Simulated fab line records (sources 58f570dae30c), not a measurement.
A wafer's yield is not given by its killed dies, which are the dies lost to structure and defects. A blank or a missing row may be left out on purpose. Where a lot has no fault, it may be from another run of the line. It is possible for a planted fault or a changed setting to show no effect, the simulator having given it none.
fab line records    flow berkeleyCmos170
record lots=15  wafers=45  lastDay=10
route steps=331 shown PLDD@208 V1@257 V2@292 M3@324
lots untouched by any fault: they come from a run of this same line in which no faults occurred
startH: hours from the record's first day to the start of the lot's first wafer shown    waitH: hours elapsed since this lot's preceding step    " unchanged from the row above    L1.1+2: one row covering several wafers at once    - no value present, or no start provided    * or withheld: withheld    < > ~ a bound
route shown NAME@n: NAME is a module with steps in the file, n the number in the route of the first one    usual: the fault-free wafers' mean and standard deviation    same: alike in all rows    chamber/n: place in a boat    sites: each site's reading    _std_site: the standard deviation of these    _edge_site: mean of outer sites minus mean of inner sites    radiusMm: how far each site lies from the wafer's centre    mask NAME#n: copy n    behind: tool/chamber where the wafer was last shaped    hold: reason for holding the lot/hours on hold/outcome of the hold    device: which transistor (n, p or np) failed to switch    end of line: the same wafers' tests at the end of the route    for a step that has no rows: nothing shown but its recipe    killed: not the wafer's yield, but the dies lost to structure and defects at the first sort    map: dies across one wafer; x = killed, . = not, _ = none there
set.NAME: the setting as run; set.NAME@STEP: as run at that earlier step    model.NAME: the simulator's own value behind a step, which no gauge read
one table for each step of the route and one row for each wafer, over a sample of lots
services: a tool's chamber out of use, with start hour (startH, from the record's first day; less than 0 if before it), hours out, and reason
## steps
# step UCB170_SDANNEAL_RS_MEAS_04
# recipe thkMeasGauge=four-point-probe
# usual PLDD_RS=1031.8/2.9
lot.wafer  tool          chamber  startH  waitH  PLDD_RS[ohm/sq]
L421.1     filmMetro-01  -        134.25  0.1    1026.1
L421.3     "             -        "       "      1027.8
L421.5     "             -        "       "      1023.6
L423.3     filmMetro-02  -        148.02  0.1    1035.2
L423.5     "             -        "       "      1033.9
L423.6     "             -        "       "      1033.9
L424.2     filmMetro-01  -        158.56  0.1    1032.1
L424.4     "             -        "       "      1027.5
L424.6     "             -        "       "      1030.0
L425.2     filmMetro-02  -        167.27  0.1    1031.7
L425.4     "             -        "       "      1035.3
L425.5     "             -        "       "      1031.2
L427.1     filmMetro-01  -        177.33  0.1    1028.8
L427.3     "             -        "       "      1028.2
L427.6     "             -        "       "      1031.0
L429.1     filmMetro-02  -        183.79  0.1    1035.3
L429.4     "             -        "       "      1034.5
L429.5     "             -        "       "      1031.7
L428.1     filmMetro-01  -        194.00  0.1    1027.9
L428.3     "             -        "       "      1025.3
L428.5     "             -        "       "      1030.4
L431.3     filmMetro-01  -        195.87  0.1    1034.6
L431.4     "             -        "       "      1030.4
L431.6     "             -        "       "      1035.9
L432.2     filmMetro-03  -        196.20  0.1    1034.8
L432.4     "             -        "       "      1034.7
L432.5     "             -        "       "      1032.8
L434.1     filmMetro-01  -        205.23  0.1    1027.1
L434.4     "             -        "       "      1029.8
L434.5     "             -        "       "      1028.6
L433.2     filmMetro-02  -        205.25  0.1    1033.2
L433.4     "             -        "       "      1029.4
L433.5     "             -        "       "      1029.2
L435.2     filmMetro-01  -        222.41  0.1    1029.2
L435.3     "             -        "       "      1026.3
L435.5     "             -        "       "      1026.8
L437.2     filmMetro-03  -        222.59  0.1    1031.6
L437.3     "             -        "       "      1031.8
L437.5     "             -        "       "      1030.8
L436.1     filmMetro-02  -        223.08  0.1    1031.3
L436.2     "             -        "       "      1033.6
L436.5     "             -        "       "      1030.5
L440.2     filmMetro-03  -        226.59  0.1    1034.6
L440.5     "             -        "       "      1034.2
L440.6     "             -        "       "      1032.6
# step UCB170_V1_BOW_MEAS_03
# recipe mode=bow
# usual V1_BOW=19/6.8
lot.wafer  tool          chamber  startH  waitH  V1_BOW[um]
L421.1     filmMetro-01  -        148.69  0.1    17
L421.3     "             -        "       "      8
L421.5     "             -        "       "      21
L423.3     filmMetro-01  -        161.87  0.3    10
L423.5     "             -        "       "      15
L423.6     "             -        "       "      25
L424.2     filmMetro-02  -        174.07  0.3    17
L424.4     "             -        "       "      27
L424.6     "             -        "       "      28
L425.2     filmMetro-02  -        178.42  0.2    20
L425.4     "             -        "       "      23
L425.5     "             -        "       "      23
L427.1     filmMetro-02  -        187.71  0.1    26
L427.3     "             -        "       "      21
L427.6     "             -        "       "      21
L429.1     filmMetro-01  -        197.43  0.1    14
L429.4     "             -        "       "      22
L429.5     "             -        "       "      8
L428.1     filmMetro-04  -        202.66  0.1    31
L428.3     "             -        "       "      27
L428.5     "             -        "       "      26
L432.2     filmMetro-02  -        209.56  0.2    24
L432.4     "             -        "       "      21
L432.5     "             -        "       "      26
L431.3     filmMetro-04  -        209.58  0.1    24
L431.4     "             -        "       "      29
L431.6     "             -        "       "      17
L433.2     filmMetro-02  -        214.49  0.3    3
L433.4     "             -        "       "      24
L433.5     "             -        "       "      15
L434.1     filmMetro-04  -        215.81  0.2    12
L434.4     "             -        "       "      22
L434.5     "             -        "       "      15
L435.2     filmMetro-01  -        234.44  0.2    43
L435.3     "             -        "       "      10
L435.5     "             -        "       "      37
L437.2     filmMetro-04  -        234.74  0.3    14
L437.3     "             -        "       "      25
L437.5     "             -        "       "      13
L436.1     filmMetro-04  -        237.61  0.1    18
L436.2     "             -        "       "      16
L436.5     "             -        "       "      21
L440.2     filmMetro-01  -        237.63  0.2    13
L440.5     "             -        "       "      21
L440.6     "             -        "       "      13
# step UCB170_V2_CVD_00
# recipe material=SiO2  targetThkNm=2000  tempC=390  precursor=TEOS/O2  timeS=250  rfW=550  pressureMtorr=9000
# usual heaterPowerW=266/45  pressureMtorr=9001/18
lot.wafer  tool      chamber  startH  waitH  heaterPowerW  pressureMtorr
L421.1     pecvd-03  0        154.13  0.1    262           9004
L421.3     "         2        "       "      242           9017
L421.5     "         1        "       "      276           9020
L423.3     pecvd-01  0        168.74  0.1    227           9003
L423.5     "         1        "       "      201           8998
L423.6     "         2        "       "      184           9020
L424.2     pecvd-03  2        179.08  0.1    318           8995
L424.4     "         2        "       "      215           9009
L424.6     "         0        "       "      255           8976
L425.2     pecvd-04  1        185.63  0.1    317           8989
L425.4     "         0        "       "      258           8988
L425.5     "         2        "       "      314           8990
L427.1     pecvd-01  0        196.09  0.1    262           8995
L427.3     "         1        "       "      291           8997
L427.6     "         2        "       "      192           8987
L429.1     pecvd-03  1        206.30  0.1    234           9013
L429.4     "         2        "       "      306           8990
L429.5     "         0        "       "      362           9005
L428.1     pecvd-01  0        210.94  0.1    218           9010
L428.3     "         1        "       "      272           8946
L428.5     "         1        "       "      200           9003
L432.2     pecvd-01  1        216.50  0.1    294           9029
L432.4     "         0        "       "      219           8983
L432.5     "         2        "       "      188           9013
L431.3     pecvd-04  0        216.79  0.1    307           9043
L431.4     "         2        "       "      224           8977
L431.6     "         0        "       "      362           9027
L433.2     pecvd-01  0        221.91  0.1    263           9014
L433.4     "         1        "       "      274           8971
L433.5     "         2        "       "      274           9014
L434.1     pecvd-04  2        223.11  0.1    323           8966
L434.4     "         2        "       "      235           8972
L434.5     "         0        "       "      359           8993
L435.2     pecvd-03  2        239.62  0.1    241           9024
L435.3     "         1        "       "      227           8992
L435.5     "         0        "       "      337           9023
L437.2     pecvd-01  0        239.66  0.1    -             -
L437.3     "         1        "       "      -             -
L437.5     "         2        "       "      -             -
L436.1     pecvd-03  2        243.29  0.1    -             -
L436.2     "         1        "       "      -             -
L436.5     "         2        "       "      -             -
L440.2     pecvd-04  1        243.88  0.1    -             -
L440.5     "         1        "       "      -             -
L440.6     "         0        "       "      -             -
# step UCB170_V2_BOW_MEAS_03
# recipe mode=bow
# usual V2_BOW=38/7.5
lot.wafer  tool          chamber  startH  waitH  V2_BOW[um]
L421.1     filmMetro-04  -        154.65  0.2    36
L421.3     "             -        "       "      28
L421.5     "             -        "       "      41
L423.3     filmMetro-02  -        169.30  0.1    31
L423.5     "             -        "       "      36
L423.6     "             -        "       "      47
L424.2     filmMetro-04  -        179.61  0.2    38
L424.4     "             -        "       "      48
L424.6     "             -        "       "      50
L425.2     filmMetro-03  -        186.17  0.2    41
L425.4     "             -        "       "      45
L425.5     "             -        "       "      45
L427.1     filmMetro-02  -        196.60  0.2    44
L427.3     "             -        "       "      39
L427.6     "             -        "       "      39
L429.1     filmMetro-04  -        206.85  0.2    40
L429.4     "             -        "       "      49
L429.5     "             -        "       "      34
L428.1     filmMetro-03  -        211.45  0.2    46
L428.3     "             -        "       "      43
L428.5     "             -        "       "      42
L432.2     filmMetro-02  -        217.04  0.3    41
L432.4     "             -        "       "      39
L432.5     "             -        "       "      43
L431.3     filmMetro-04  -        217.35  0.3    39
L431.4     "             -        "       "      44
L431.6     "             -        "       "      31
L433.2     filmMetro-02  -        222.44  0.2    17
L433.4     "             -        "       "      39
L433.5     "             -        "       "      31
L434.1     filmMetro-02  -        223.62  0.2    31
L434.4     "             -        "       "      41
L434.5     "             -        "       "      33
L435.2     filmMetro-04  -        240.16  0.2    64
L435.3     "             -        "       "      31
L435.5     "             -        "       "      58
L437.2     filmMetro-03  -        240.20  0.1    13
L437.3     "             -        "       "      22
L437.5     "             -        "       "      11
L436.1     filmMetro-03  -        243.80  0.2    16
L436.2     "             -        "       "      15
L436.5     "             -        "       "      18
L440.2     filmMetro-04  -        244.42  0.2    12
L440.5     "             -        "       "      20
L440.6     "             -        "       "      12
# step UCB170_V2_CD_MEAS_90
# recipe targetCdNm=700
# usual cdNm=699.3/1.4
lot.wafer  tool      chamber  startH  waitH  cdNm
L421.1     cdSem-02  -        157.41  0.1    699.8
L421.3     "         -        "       "      698.5
L421.5     "         -        "       "      699.4
L423.3     cdSem-02  -        171.05  0.1    700.9
L423.5     "         -        "       "      700.7
L423.6     "         -        "       "      702.7
L424.2     cdSem-01  -        181.24  0.1    701.8
L424.4     "         -        "       "      701.7
L424.6     "         -        "       "      701.5
L425.2     cdSem-02  -        190.23  0.1    698.3
L425.4     "         -        "       "      699.8
L425.5     "         -        "       "      698.2
L427.1     cdSem-02  -        198.38  0.1    698.6
L427.3     "         -        "       "      699.0
L427.6     "         -        "       "      697.3
L429.1     cdSem-01  -        208.92  0.1    701.1
L429.4     "         -        "       "      699.7
L429.5     "         -        "       "      699.6
L428.1     cdSem-02  -        214.04  0.1    698.2
L428.3     "         -        "       "      697.0
L428.5     "         -        "       "      698.2
L432.2     cdSem-02  -        221.39  0.1    698.6
L432.4     "         -        "       "      698.4
L432.5     "         -        "       "      697.6
L431.3     cdSem-01  -        221.63  0.1    699.7
L431.4     "         -        "       "      699.1
L431.6     "         -        "       "      698.6
L433.2     cdSem-01  -        224.31  0.1    699.7
L433.4     "         -        "       "      699.6
L433.5     "         -        "       "      700.6
L434.1     cdSem-01  -        225.45  0.1    700.2
L434.4     "         -        "       "      700.2
L434.5     "         -        "       "      699.7
L435.2     cdSem-02  -        242.15  0.1    698.8
L435.3     "         -        "       "      702.6
L435.5     "         -        "       "      699.5
L437.2     cdSem-01  -        242.43  0.1    -
L437.3     "         -        "       "      -
L437.5     "         -        "       "      -
L436.1     cdSem-02  -        246.93  0.1    -
L436.2     "         -        "       "      -
L436.5     "         -        "       "      -
L440.2     cdSem-01  -        247.22  0.1    -
L440.5     "         -        "       "      -
L440.6     "         -        "       "      -
# step UCB170_M3_CD_MEAS_15
# recipe targetCdNm=700
# usual cdNm=700.2/1.3
lot.wafer  tool      chamber  startH  waitH  cdNm
L421.1     cdSem-01  -        159.46  -      699.8
L421.3     "         -        "       "      699.1
L421.5     "         -        "       "      699.0
L423.3     cdSem-02  -        173.07  -      698.8
L423.5     "         -        "       "      700.3
L423.6     "         -        "       "      700.1
L424.2     cdSem-02  -        183.39  -      701.4
L424.4     "         -        "       "      701.8
L424.6     "         -        "       "      700.3
L425.2     cdSem-02  -        193.67  -      696.8
L425.4     "         -        "       "      697.4
L425.5     "         -        "       "      697.4
L427.1     cdSem-02  -        200.98  -      700.1
L427.3     "         -        "       "      699.5
L427.6     "         -        "       "      699.6
L429.1     cdSem-02  -        211.52  -      697.8
L429.4     "         -        "       "      698.4
L429.5     "         -        "       "      697.7
L428.1     cdSem-01  -        217.86  -      700.5
L428.3     "         -        "       "      700.9
L428.5     "         -        "       "      700.1
L432.2     cdSem-01  -        223.41  -      699.3
L432.4     "         -        "       "      699.2
L432.5     "         -        "       "      699.2
L431.3     cdSem-02  -        224.02  -      698.9
L431.4     "         -        "       "      700.0
L431.6     "         -        "       "      699.5
L433.2     cdSem-02  -        226.59  -      701.3
L433.4     "         -        "       "      702.8
L433.5     "         -        "       "      702.1
L434.1     cdSem-02  -        227.66  -      700.1
L434.4     "         -        "       "      698.7
L434.5     "         -        "       "      698.6
L435.2     cdSem-02  -        244.39  -      702.7
L435.3     "         -        "       "      701.3
L435.5     "         -        "       "      702.2
## services
tool      chamber  startH  hours  kind
pecvd-04  -        135.50  14.0   pm
pecvd-04  0        135.50  14.0   ventCycle
pecvd-04  1        135.50  14.0   ventCycle
pecvd-04  2        135.50  14.0   ventCycle
pecvd-04  0        149.50  -      clean
pecvd-04  1        149.50  -      clean
pecvd-04  2        149.50  -      clean
pecvd-04  -        167.62  5.5    pm
pecvd-04  1        180.23  3.8    repair
pecvd-04  -        203.68  0.7    repair
pecvd-04  -        233.04  2.8    pm
pecvd-01  -        242.50  14.0   pm
pecvd-01  0        242.50  14.0   ventCycle
pecvd-01  1        242.50  14.0   ventCycle
pecvd-01  2        242.50  14.0   ventCycle
## key
firstSign step=UCB170_V2_CVD_00  reading=toolRecord  direction=missing
effect step=UCB170_V2_BOW_MEAS_03  reading=V2_BOW  direction=down  sigmas=3.1  usual=38  struck=15
effect step=UCB170_V2_CD_MEAS_90  reading=cdNm  direction=missing
metAt UCB170_V2_CVD_00
struckLots L436,L437,L440
laterRowsLeftOut L436.1,L436.2,L436.5,L437.2,L437.3,L437.5,L440.2,L440.5,L440.6
sortLeftOut L437.2,L437.3,L437.5
notActingAt UCB170_SDANNEAL_RS_MEAS_04,UCB170_V1_BOW_MEAS_03,UCB170_M3_CD_MEAS_15
onsetBetween 239.62 239.66
fault kind=skippedStepWhole  tool=pecvd-01,pecvd-03,pecvd-04  chamber=-  onsetH=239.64  steps=UCB170_V2_CVD_00  scope=struckLotsOnly
# sortLeftOut: the simulated sort isn't trusted on such a fault, so these wafers' sort isn't shown, and their yield isn't known
# laterRowsLeftOut: the simulator's readings of these wafers behind a module that went badly wrong aren't trusted and aren't shown, but for the sort
